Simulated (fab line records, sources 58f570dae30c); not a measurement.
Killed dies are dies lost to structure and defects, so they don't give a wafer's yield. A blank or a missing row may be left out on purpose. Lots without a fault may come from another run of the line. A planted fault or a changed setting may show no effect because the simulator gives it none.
Which tool did it? | flow berkeley_cmos170 | 14 lots, 42 wafers sampled, at 4 steps of a route of 331

WHAT THE GAUGES READ, wafer by wafer
UCB170_NVT_OVL_MEAS_06. Usual: NVT_OVL 1 nm, standard deviation 5.8.
lot  | measured     | on         | NVT_OVL (nm) | flag
L881 | day 6 05:21  | overlay-02 | 4 14 4       |
L883 | day 6 14:50  | overlay-01 | -11 -2 -3    |
L882 | day 6 14:50  | overlay-02 | -4 6 -5      |
L880 | day 6 15:06  | overlay-01 | 13 9 8       |
L886 | day 7 13:29  | overlay-02 | -4 -2 -1     |
L885 | day 7 13:49  | overlay-01 | -8 -2 -4     |
L884 | day 7 14:13  | overlay-01 | 2 -3 4       |
L888 | day 7 20:56  | overlay-01 | -3 6 4       |
L894 | day 9 09:45  | overlay-02 | 7 5 -1       |
L893 | day 9 10:07  | overlay-02 | 7 8 -4       |
L896 | day 9 22:34  | overlay-01 | -5 -2 -8     |
L899 | day 10 04:38 | overlay-01 | -5 3 -8      |
L901 | day 10 18:51 | overlay-01 | 12 -4 5      |
L902 | day 11 05:54 | overlay-01 | -2 -5 0      |

UCB170_GATE_CD_MEAS_12: target cd 350 nm. Usual: cd_nm 350.1 nm, standard deviation 1.5.
lot  | measured     | on        | cd_nm (nm)                          | flag
L881 | day 7 00:14  | cd_sem-01 | 352.9 352.4 353.5                   |
L883 | day 7 06:52  | cd_sem-02 | 348.1 347.9 347.4                   |
L882 | day 7 06:35  | cd_sem-01 | 347.7 347.6 346.9                   |
L880 | day 7 06:56  | cd_sem-01 | 348.2 349.4 349.1                   |
L886 | day 8 04:14  | cd_sem-01 | 349.2 351.7 350.4                   |
L885 | day 8 04:43  | cd_sem-02 | 349.4 349.8 350.1                   |
L884 | day 8 04:28  | cd_sem-01 | 349.5 352.5 352.0                   |
L888 | day 8 16:00  | cd_sem-01 | 348.6 348.7 350.0                   |
L894 | day 10 01:34 | cd_sem-02 | 309.1 308.7 308.4 309.6 308.7 308.1 | OFF
L893 | day 10 02:07 | cd_sem-01 | 311.4 311.5 310.1 311.5 311.2 310.2 | OFF
L896 | day 10 13:34 | cd_sem-01 | 350.2 350.1 348.8                   |
L899 | day 10 22:03 | cd_sem-01 | 351.1 351.4 351.5                   |
L901 | day 11 12:24 | cd_sem-01 | 349.6 348.5 349.5                   |
L902 | day 11 23:16 | cd_sem-01 | 347.2 348.8 348.2                   |

WHICH TOOL RAN EACH LOT (tool, then ch and the chambers of the sampled wafers, then the start)
lot  | UCB170_NVT_STRIP_08                  | UCB170_GATE_PEB_10
L881 | plasma_asher-02 ch 0,1, day 6 05:32  | litho_track-03 ch 0, day 6 23:58
L883 | plasma_asher-02 ch 0,1, day 6 15:01  | litho_track-02 ch 0, day 7 06:35
L882 | plasma_asher-01 ch 0,1, day 6 15:01  | litho_track-02 ch 0, day 7 06:19
L880 | plasma_asher-03 ch 0,1, day 6 15:17  | litho_track-03 ch 0, day 7 06:40
L886 | plasma_asher-01 ch 0,1, day 7 13:40  | litho_track-04 ch 0, day 8 03:58
L885 | plasma_asher-02 ch 0,1, day 7 13:59  | litho_track-03 ch 0, day 8 04:25
L884 | plasma_asher-01 ch 0,1, day 7 14:25  | litho_track-02 ch 0, day 8 04:12
L888 | plasma_asher-01 ch 0,1, day 7 21:07  | litho_track-04 ch 0, day 8 15:44
L894 | plasma_asher-02 ch 0,1, day 9 09:56  | litho_track-04 ch 0, day 10 01:17
L893 | plasma_asher-03 ch 1, day 9 10:17    | litho_track-04 ch 0, day 10 01:50
L896 | plasma_asher-03 ch 0,1, day 9 22:44  | litho_track-02 ch 0, day 10 13:17
L899 | plasma_asher-01 ch 0,1, day 10 04:49 | litho_track-03 ch 0, day 10 21:46
L901 | plasma_asher-01 ch 0,1, day 10 19:02 | litho_track-02 ch 0, day 11 12:06
L902 | plasma_asher-01 ch 0,1, day 11 06:05 | litho_track-02 ch 0, day 11 22:59
- UCB170_NVT_STRIP_08: strips in O2.
- UCB170_GATE_PEB_10

WHAT THE TOOLS THEMSELVES READ (means of the sampled wafers that have a number; where no wafer has one, the mark that the record gives instead)
UCB170_NVT_STRIP_08. Usual: drypump_motor_current_A 5.7 A, standard deviation 0.37; oes_product_au 0.734 a.u., standard deviation 0.005; strip_time_to_endpoint_s 21.65 s, standard deviation 0.056.
lot  | tool            | drypump_motor_current_A (A) | oes_product_au (a.u.) | strip_time_to_endpoint_s (s) | flag
L881 | plasma_asher-02 | 5.5                         | 0.734                 | 21.65                        |
L883 | plasma_asher-02 | 5.5                         | 0.737                 | 21.70                        |
L882 | plasma_asher-01 | 5.6                         | 0.733                 | 21.75                        |
L880 | plasma_asher-03 | 6.0                         | 0.731                 | 21.65                        |
L886 | plasma_asher-01 | 5.6                         | 0.737                 | 21.53                        |
L885 | plasma_asher-02 | 5.6                         | 0.736                 | 21.63                        |
L884 | plasma_asher-01 | 5.4                         | 0.733                 | 21.68                        |
L888 | plasma_asher-01 | 5.4                         | 0.734                 | 21.63                        |
L894 | plasma_asher-02 | 5.5                         | 0.737                 | 21.67                        |
L893 | plasma_asher-03 | 6.3                         | 0.734                 | 21.71                        |
L896 | plasma_asher-03 | 6.2                         | 0.737                 | 21.62                        |
L899 | plasma_asher-01 | 5.6                         | 0.736                 | 21.57                        |
L901 | plasma_asher-01 | 5.6                         | 0.734                 | 21.59                        |
L902 | plasma_asher-01 | 5.6                         | 0.734                 | 21.66                        |

UCB170_GATE_PEB_10. Usual: heater_power_total_W 56.80 W, standard deviation 0.04; plate_temp_C 129.99 C, standard deviation 0.15; resist_line_temp_C 23.02 C, standard deviation 0.11.
lot  | tool           | heater_power_total_W (W) | plate_temp_C (C) | resist_line_temp_C (C) | flag
L881 | litho_track-03 | 56.79                    | 129.99           | 23.06                  |
L883 | litho_track-02 | 56.80                    | 130.05           | 23.00                  |
L882 | litho_track-02 | 56.81                    | 129.97           | 22.93                  |
L880 | litho_track-03 | 56.77                    | 129.93           | 23.10                  |
L886 | litho_track-04 | 56.79                    | 129.70           | 22.87                  |
L885 | litho_track-03 | 56.80                    | 130.24           | 22.97                  |
L884 | litho_track-02 | 56.80                    | 130.01           | 22.98                  |
L888 | litho_track-04 | 56.81                    | 129.93           | 23.06                  |
L894 | litho_track-04 | 61.80                    | 138.69           | 23.10                  | OFF
L893 | litho_track-04 | 61.82                    | 138.84           | 23.17                  | OFF
L896 | litho_track-02 | 56.76                    | 129.86           | 23.03                  |
L899 | litho_track-03 | 56.82                    | 130.02           | 23.17                  |
L901 | litho_track-02 | 56.79                    | 129.95           | 22.94                  |
L902 | litho_track-02 | 56.81                    | 130.02           | 22.90                  |

THE ANSWER, worked out from the rows above alone
Rule: a lot is off if the mean of its wafers that have a number lies more than 3 standard deviations from the usual mean. A lot without any number at a reading at which 4 lots or more have one is off too. The other lots that the step has rows for count as sound. The gauges are gone through in route order, then the tools' own readings, and for those a lot's mean is taken as printed above. The first step at which some lot is off is used, and at that step the reading that is off furthest; a lot without a number counts as furthest.
Off: L894, L893, at UCB170_GATE_CD_MEAS_12 (cd_nm).
A tool fits if, at a process step before that reading, it ran every lot that is off, and no sound lot after the first of them. The gauges at UCB170_GATE_CD_MEAS_12 aren't tried: what is off there is off at UCB170_GATE_PEB_10 too, on other tools, and a gauge's error can't cause that. One fits: litho_track-04 at UCB170_GATE_PEB_10. Its last sound lot is L888 (day 8 15:44), its first lot that is off L894 (day 10 01:17): a fault that began between those two fits.
The tool's own readings at UCB170_GATE_PEB_10 bear it out: on the lots that are off they differ by more than 5 times the standard deviation of the sound lots' means. heater_power_total_W reads 61.81 W there against 56.80 W on the sound lots; plate_temp_C reads 138.76 C there against 129.97 C on the sound lots.

WHAT THE SIMULATOR HAD PUT IN
Process parameter drift: litho_track-04, from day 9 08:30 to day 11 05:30, at UCB170_GATE_PEB_10. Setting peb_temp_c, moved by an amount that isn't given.
Lots struck among those shown: L894, L893. The rule above found the same.
